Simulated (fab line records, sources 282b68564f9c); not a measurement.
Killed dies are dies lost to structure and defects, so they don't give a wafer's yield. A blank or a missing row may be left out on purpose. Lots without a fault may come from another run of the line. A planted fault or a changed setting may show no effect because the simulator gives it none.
fab line records | flow rit_cmos
record lots=6 wafers=18 last_day=8
route steps=202 shown NSD@138 PSD@142 SDANNEAL@153 M1@202
lots that met no fault: from a run of the same line without faults
start_h: hours from the record's first day to the start of the lot's first wafer shown | wait_h: hours since the lot's step before | " the same as in the row above | L1.1+2: a row that stands for several wafers | - no value, or no start given | * or withheld: withheld | < > ~ a bound
route shown NAME@n: a module of which the file shows steps, and the number in the route of the first | usual: mean/standard deviation of fault-free wafers | same: alike in all rows | chamber/n: place in a boat | sites: the reading at each site | _std_site: their standard deviation | _edge_site: outer sites' mean less inner sites' | radius_mm: how far each site lies from the wafer's centre | mask NAME#n: copy n | behind: the tool/chamber that last shaped the wafer | hold: why the lot was held/for how many hours/how that ended | device: the transistor (n, p or np) that didn't switch | end of line: the same wafers' tests at the end of the route | a step without rows: its recipe alone | killed: dies lost to structure and defects at the first sort, not the wafer's yield | map: a wafer's dies, x killed, . not, _ none there
set.NAME: the setting as run; set.NAME@STEP: as run at that earlier step | model.NAME: the simulator's own value behind a step, which no gauge read
lots at some steps of the route; a table a step, a row a wafer
services: from which hour (start_h, from the record's first day; less than 0 if before it) a tool's chamber was out of use, for how many hours, and why
## steps
# step RIT_NSD_HARDBAKE_07
# recipe resist=NOVOLAK temp_c=140 time_s=60
# step RIT_NSD_IMPLANT_08
# recipe species=P energy_kev=25 dose_cm2=1e+15 tilt_deg=7
# step RIT_NSD_STRIP_09
# recipe chemistry=O2 time_s=180 resist=NOVOLAK platen_temp_c=withheld power_w=500 pressure_mtorr=4000 o2_flow_sccm=4000
# usual chamber_pressure_mTorr=4000/3.5 drypump_motor_current_A=5.9/0.44
# columns lot.wafer tool chamber start_h wait_h chamber_pressure_mTorr drypump_motor_current_A rf_hours_counter_h
L135.3 plasma_asher-03 0 58.57 0.1 3995 6.2 -
L135.5 " 0 " " 4001 6.2 -
L135.6 " 1 " " 4003 6.0 -
L142.2 plasma_asher-04 0 91.82 0.1 4000 6.3 29
L142.4 " 0 " " 4002 6.3 -
L142.5 " 1 " " 4001 5.2 -
L143.2 plasma_asher-04 0 98.05 0.1 4000 6.4 29
L143.5 " 1 " " 3999 5.2 -
L143.6 " 0 " " 3999 6.4 -
L144.2 plasma_asher-02 0 104.62 0.1 4008 5.4 47
L144.3 " 0 " " 3999 5.4 -
L144.4 " 1 " " 3997 6.1 -
L154.2 plasma_asher-03 0 156.30 0.1 4001 6.2 52
L154.3 " 0 " " 3998 6.2 -
L154.5 " 1 " " 3998 6.0 -
L156.1 plasma_asher-04 0 169.10 0.1 4001 6.3 37
L156.3 " 1 " " 3995 5.2 -
L156.4 " 0 " " 4003 6.3 -
# step RIT_NSD_TW_MEAS_10
# usual NSD_TW=3128/29
# columns lot.wafer tool chamber start_h wait_h NSD_TW
L135.3 film_metro-03 - 58.70 0.1 3110
L135.5 " - " " 3125
L135.6 " - " " 3135
L142.2 film_metro-02 - 92.01 0.1 3133
L142.4 " - " " 3153
L142.5 " - " " 3164
L143.2 film_metro-01 - 98.24 0.1 3079
L143.5 " - " " 3088
L143.6 " - " " 3086
L144.2 film_metro-02 - 104.80 0.1 3165
L144.3 " - " " 3163
L144.4 " - " " 3176
L154.2 film_metro-02 - 156.49 0.1 3142
L154.3 " - " " 3153
L154.5 " - " " 3156
L156.1 film_metro-01 - 169.27 0.1 3072
L156.3 " - " " 3075
L156.4 " - " " 3070
# step RIT_PSD_HMDS_00
# recipe prime_time_s=60 prime_temp_c=140
# step RIT_PSD_COAT_01
# recipe resist=NOVOLAK spin_rpm=3250 resist_thk_nm=1000
# step RIT_PSD_SOFTBAKE_02
# recipe resist=NOVOLAK temp_c=90 time_s=60
# step RIT_PSD_EXPOSE_03
# recipe mask_id=M10 na=0.57 target_cd_nm=40900 dose_mj=250
# step RIT_PSD_PEB_04
# recipe resist=NOVOLAK temp_c=withheld time_s=withheld
# step RIT_PSD_DEVELOP_05
# recipe resist=NOVOLAK develop_time_s=50 dev_temp_c=23
# step RIT_PSD_OVL_MEAS_06
# usual PSD_OVL=1.1/1.7
# columns lot.wafer tool chamber start_h wait_h PSD_OVL[nm]
L135.3 overlay-01 - 59.73 - 1.8
L135.5 " - " " 1.0
L135.6 " - " " 0.4
L142.2 overlay-02 - 93.05 - 1.6
L142.4 " - " " 3.3
L142.5 " - " " 2.5
L143.2 overlay-02 - 99.24 - 2.3
L143.5 " - " " 1.2
L143.6 " - " " 0.9
L144.2 overlay-02 - 105.71 - 2.0
L144.3 " - " " 1.8
L144.4 " - " " 0.1
L154.2 overlay-02 - 157.39 - 3.6
L154.3 " - " " -0.6
L154.5 " - " " 1.6
L156.1 overlay-02 - 170.35 - -2.2
L156.3 " - " " -1.7
L156.4 " - " " -1.7
# step RIT_PSD_HARDBAKE_07
# recipe resist=NOVOLAK temp_c=140 time_s=60
# step RIT_PSD_IMPLANT_08
# recipe species=BF2 energy_kev=27 dose_cm2=5e+15 tilt_deg=7
# usual beam_energy_keV=27.001/0.0075
# columns lot.wafer tool chamber start_h wait_h beam_energy_keV model.implant.drp_nm
L135.3 implanter-03 0 59.96 0.1 27.005 12.05
L135.5 " 0 " " 27.008 12.05
L135.6 " 0 " " 27.006 12.05
L142.2 implanter-03 0 93.26 0.1 26.983 12.05
L142.4 " 0 " " 27.004 12.05
L142.5 " 0 " " 27.007 12.05
L143.2 implanter-04 0 99.44 0.1 26.998 12.05
L143.5 " 0 " " 27.004 12.05
L143.6 " 0 " " 27.003 12.05
L144.2 implanter-02 0 105.91 0.1 26.999 12.05
L144.3 " 0 " " 27.009 12.05
L144.4 " 0 " " 26.993 12.05
L154.2 implanter-03 0 157.60 0.1 27.592 12.23
L154.3 " 0 " " 27.611 12.23
L154.5 " 0 " " 27.591 12.23
L156.1 implanter-03 0 170.53 0.1 27.607 12.23
L156.3 " 0 " " 27.591 12.23
L156.4 " 0 " " 27.600 12.23
# step RIT_PSD_STRIP_09
# recipe chemistry=O2 time_s=180 resist=NOVOLAK platen_temp_c=withheld power_w=500 pressure_mtorr=4000 o2_flow_sccm=4000
# usual chamber_pressure_mTorr=4000/3.4 drypump_motor_current_A=5.8/0.38
# columns lot.wafer tool chamber start_h wait_h chamber_pressure_mTorr drypump_motor_current_A rf_hours_counter_h
L135.3 plasma_asher-04 0 60.12 0.1 3998 6.4 -
L135.5 " 1 " " 4001 5.2 -
L135.6 " 0 " " 4002 6.3 -
L142.2 plasma_asher-02 1 93.38 0.1 4002 6.2 46
L142.4 " 1 " " 3999 6.1 -
L142.5 " 1 " " 4002 6.1 -
L143.2 plasma_asher-04 1 99.57 0.1 3997 5.2 29
L143.5 " 1 " " 4002 5.2 -
L143.6 " 0 " " 3999 6.3 -
L144.2 plasma_asher-02 0 106.04 0.1 4000 5.4 47
L144.3 " 1 " " 4001 6.1 -
L144.4 " 0 " " 3995 5.4 -
L154.2 plasma_asher-01 0 157.72 0.1 4001 5.8 53
L154.3 " 0 " " 3994 5.8 -
L154.5 " 0 " " 3998 5.8 -
L156.1 plasma_asher-02 1 170.68 0.1 3998 6.2 5
L156.3 " 0 " " 3996 5.4 -
L156.4 " 1 " " 4007 6.2 -
# step RIT_PSD_TW_MEAS_10
# usual PSD_TW=3406/34
# columns lot.wafer tool chamber start_h wait_h PSD_TW
L135.3 film_metro-02 - 60.25 0.1 3464
L135.5 " - " " 3479
L135.6 " - " " 3475
L142.2 film_metro-01 - 93.57 0.1 3384
L142.4 " - " " 3370
L142.5 " - " " 3372
L143.2 film_metro-01 - 99.75 0.1 3396
L143.5 " - " " 3384
L143.6 " - " " 3380
L144.2 film_metro-01 - 106.22 0.1 3396
L144.3 " - " " 3390
L144.4 " - " " 3374
L154.2 film_metro-02 - 157.91 0.1 3476
L154.3 " - " " 3457
L154.5 " - " " 3491
L156.1 film_metro-03 - 170.86 0.1 3452
L156.3 " - " " 3454
L156.4 " - " " 3458
# step RIT_SDANNEAL_CLEAN_00
# recipe chemistry=SC1 mix=3:3:50 time_s=600 temp_c=75
# step RIT_SDANNEAL_CLEAN_01
# recipe chemistry=dHF dilution=50:1 time_s=30
# step RIT_SDANNEAL_CLEAN_02
# recipe chemistry=SC2 mix=3:3:50 time_s=600 temp_c=75 dry=n2_spin
# step RIT_SDANNEAL_RTA_03
# recipe temp_c=1050 time_s=5 idle_temp_c=600 ramp_up_c_per_s=342 ramp_down_c_per_s=171 cool_to_c=600 ambient=N2
# usual wafer_temp_C_max=1053.5/1.1
# columns lot.wafer tool chamber start_h wait_h wafer_temp_C_max
L135.3 rtp_anneal-02 0 61.09 0.0 1054.5
L135.5 " 0 " " 1056.6
L135.6 " 0 " " 1051.2
L142.2 rtp_anneal-01 0 93.99 0.0 1052.7
L142.4 " 0 " " 1052.4
L142.5 " 0 " " 1053.0
L143.2 rtp_anneal-02 0 100.18 0.0 1054.9
L143.5 " 0 " " 1055.3
L143.6 " 0 " " 1053.3
L144.2 rtp_anneal-01 0 106.67 0.0 1053.0
L144.3 " 0 " " 1052.8
L144.4 " 0 " " 1053.5
L154.2 rtp_anneal-02 0 158.34 0.0 1053.6
L154.3 " 0 " " 1052.7
L154.5 " 0 " " 1055.4
L156.1 rtp_anneal-02 0 171.29 0.0 1055.5
L156.3 " 0 " " 1053.6
L156.4 " 0 " " 1053.2
# step RIT_SDANNEAL_RS_MEAS_04
# recipe thk_meas_gauge=four-point-probe
# usual PSD_RS=115.95/0.26
# columns lot.wafer tool chamber start_h wait_h hold PSD_RS[ohm/sq]
L135.3 film_metro-03 - 61.17 0.1 - 115.91
L135.5 " - " " - 116.04
L135.6 " - " " - 116.02
L142.2 film_metro-01 - 94.06 0.1 - 116.19
L142.4 " - " " - 116.29
L142.5 " - " " - 116.31
L143.2 film_metro-03 - 100.25 0.1 - 115.82
L143.5 " - " " - 115.77
L143.6 " - " " - 115.80
L144.2 film_metro-02 - 106.74 0.1 - 116.13
L144.3 " - " " - 116.20
L144.4 " - " " - 116.01
L154.2 film_metro-02 - 158.40 0.1 await_dispo/0.2h/release 114.78
L154.3 " - " " await_dispo/0.2h/release 114.50
L154.5 " - " " await_dispo/0.2h/release 114.36
L154.2 film_metro-02 - 158.76 0.3 - 114.59
L154.3 " - " " - 114.49
L154.5 " - " " - 114.29
L156.1 film_metro-01 - 171.34 0.0 await_dispo/0.2h/release 115.00
L156.3 " - " " await_dispo/0.2h/release 114.73
L156.4 " - " " await_dispo/0.2h/release 114.81
L156.1 film_metro-01 - 171.70 0.3 - 114.94
L156.3 " - " " - 114.60
L156.4 " - " " - 114.54
# step RIT_SDANNEAL_RS_MEAS_05
# recipe thk_meas_gauge=four-point-probe
# usual NSD_RS=84.58/0.26
# columns lot.wafer tool chamber start_h wait_h hold NSD_RS[ohm/sq]
L135.3 film_metro-03 - 61.29 0.1 - 84.50
L135.5 " - " " - 84.30
L135.6 " - " " - 84.38
L142.2 film_metro-01 - 94.18 0.1 - 84.90
L142.4 " - " " - 84.48
L142.5 " - " " - 84.95
L143.2 film_metro-03 - 100.37 0.1 - 84.63
L143.5 " - " " - 84.55
L143.6 " - " " - 84.70
L144.2 film_metro-02 - 106.86 0.1 - 84.12
L144.3 " - " " - 84.42
L144.4 " - " " - 84.24
L154.2 film_metro-02 - 160.94 2.2 await_dispo/2.1h/release 84.74
L154.3 " - " " await_dispo/2.1h/release 84.50
L154.5 " - " " await_dispo/2.1h/release 84.32
L156.1 film_metro-01 - 175.24 3.5 await_dispo/3.4h/release 84.77
L156.3 " - " " await_dispo/3.4h/release 84.64
L156.4 " - " " await_dispo/3.4h/release 84.59
# step RIT_M1_PROBE_99
# usual killed_at_contacts=0.1/0.27 killed_at_front_end=6.4/2.9 killed_dies=6.5/3 killed_on_rim=1.6/1.4 killed_open=3.3/1.9 killed_short=3.2/1.7
# same gross_dies=264 killed_at_M0_to_M3=0 killed_at_M4_up=0 killed_at_back_side=0 killed_at_other=0
# columns lot.wafer tool chamber start_h wait_h killed_at_contacts killed_at_front_end killed_dies killed_on_rim killed_open killed_short
L135.3 prober-02 - 68.68 0.2 0 3 3 0 2 1
L135.5 prober-02 - 68.78 0.2 0 11 11 3 4 7
L135.6 prober-02 - 68.83 0.2 0 6 6 1 3 3
L142.2 prober-01 - 101.60 0.1 0 7 7 1 6 1
L142.4 prober-01 - 101.70 0.2 0 6 6 1 4 2
L142.5 prober-01 - 101.75 0.2 0 2 2 0 0 2
L143.2 prober-02 - 108.63 0.1 0 15 15 4 8 7
L143.5 prober-02 - 108.78 0.2 0 7 7 4 2 5
L143.6 prober-02 - 108.83 0.2 0 5 5 1 3 2
L144.2 prober-01 - 115.01 0.1 1 7 8 1 4 4
L144.3 prober-01 - 115.06 0.2 0 6 6 1 4 2
L144.4 prober-01 - 115.11 0.2 0 9 9 0 6 3
L154.2 prober-01 - 170.00 0.1 0 4 4 1 1 3
L154.3 prober-01 - 170.05 0.2 0 6 6 2 5 1
L154.5 prober-01 - 170.15 0.2 0 1 1 0 0 1
# killed by level:class
L135.3 FOX1:geometric_particle:short=1 FOX1:geometric_particle:open=1 SPACER:geometric_particle:open=1
L135.5 FOX1:geometric_particle:open=2 GATE:geometric_particle:short=2 SPACER:geometric_particle:short=2 SILICIDE:geometric_particle:short=2 REOX:geometric_particle:short=1 REOX:geometric_particle:open=1 SILICIDE:geometric_particle:open=1
L135.6 ACTIVE:geometric_particle:short=1 FOX1:geometric_particle:short=1 FOX1:geometric_particle:open=1 GATE:geometric_particle:open=1 SPACER:geometric_particle:short=1 SILICIDE:geometric_particle:open=1
L142.2 GATE:geometric_particle:open=2 SPACER:geometric_particle:open=2 FOX1:geometric_particle:open=1 FOX1:geometric_particle:short=1 REOX:geometric_particle:open=1
L142.4 GATE:geometric_particle:short=2 SILICIDE:geometric_particle:open=2 GATE:geometric_particle:open=1 SPACER:geometric_particle:open=1
L142.5 FOX1:geometric_particle:short=1 SILICIDE:geometric_particle:short=1
L143.2 GATE:geometric_particle:open=6 GATE:geometric_particle:short=2 REOX:geometric_particle:short=2 FOX1:geometric_particle:short=1 FOX2:geometric_particle:short=1 REOX:geometric_particle:open=1 SPACER:geometric_particle:open=1 SILICIDE:geometric_particle:short=1
L143.5 REOX:geometric_particle:short=2 FOX2:geometric_particle:short=1 GATE:geometric_particle:short=1 REOX:geometric_particle:open=1 SPACER:geometric_particle:short=1 SPACER:geometric_particle:open=1
L143.6 GATE:geometric_particle:short=1 GATE:geometric_particle:open=1 REOX:geometric_particle:open=1 SPACER:geometric_particle:short=1 SPACER:geometric_particle:open=1
L144.2 FOX1:geometric_particle:open=2 FOX2:geometric_particle:open=2 SILICIDE:geometric_particle:short=2 GATE:geometric_particle:short=1 CONTACT:geometric_particle:short=1
L144.3 ACTIVE:geometric_particle:open=1 FOX2:geometric_particle:short=1 GATE:geometric_particle:open=1 REOX:geometric_particle:open=1 SPACER:geometric_particle:open=1 SILICIDE:geometric_particle:short=1
L144.4 GATE:geometric_particle:short=3 GATE:geometric_particle:open=2 REOX:geometric_particle:open=2 SILICIDE:geometric_particle:open=2
L154.2 SILICIDE:geometric_particle:short=2 FOX2:geometric_particle:short=1 GATE:geometric_particle:open=1
L154.3 GATE:geometric_particle:open=3 FOX1:geometric_particle:open=1 GATE:geometric_particle:short=1 SILICIDE:geometric_particle:open=1
L154.5 GATE:geometric_particle:short=1
## services
# columns tool chamber start_h hours kind
plasma_asher-02 - 108.75 9.0 pm
plasma_asher-02 0 108.75 9.0 vent_cycle
plasma_asher-02 1 108.75 9.0 vent_cycle
plasma_asher-02 0 117.75 - clean
plasma_asher-02 1 117.75 - clean
rtp_anneal-02 - 143.50 1.0 pm
plasma_asher-01 - 144.01 10.0 pm
implanter-03 - 148.71 6.6 repair
implanter-02 - 169.42 1.3 repair
## key
first_sign step=RIT_PSD_IMPLANT_08 reading=beam_energy_keV direction=up sigmas=80 usual=27.001 struck=27.599
effect step=RIT_SDANNEAL_RS_MEAS_04 reading=visit direction=added
model_effect step=RIT_PSD_IMPLANT_08 value=implant.drp_nm without=12.05 struck=12.23
met_at RIT_PSD_IMPLANT_08
struck_wafers L154.2,L154.3,L154.5,L156.1,L156.3,L156.4
rows_end L156.1,L156.3,L156.4
tester_left_out L154
onset_between 93.26 157.60
fault kind=process_parameter_drift tool=implanter-03 chamber=- onset_h=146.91 steps=RIT_PSD_IMPLANT_08 channel=energy_kev offset=0.59545 shape=step end_h=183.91 acts_in=these_recipes_only stated=27
# tester_left_out: of these lots the tester's yield and bins aren't shown, on N5 and GAA mostly nor the transistor test; their killed dies are dies lost to structure and defects alone, not to doping, threshold or leakage, so they don't give the yield
# rows_end: these wafers met a further fault down the route, and their rows from its step on are left out
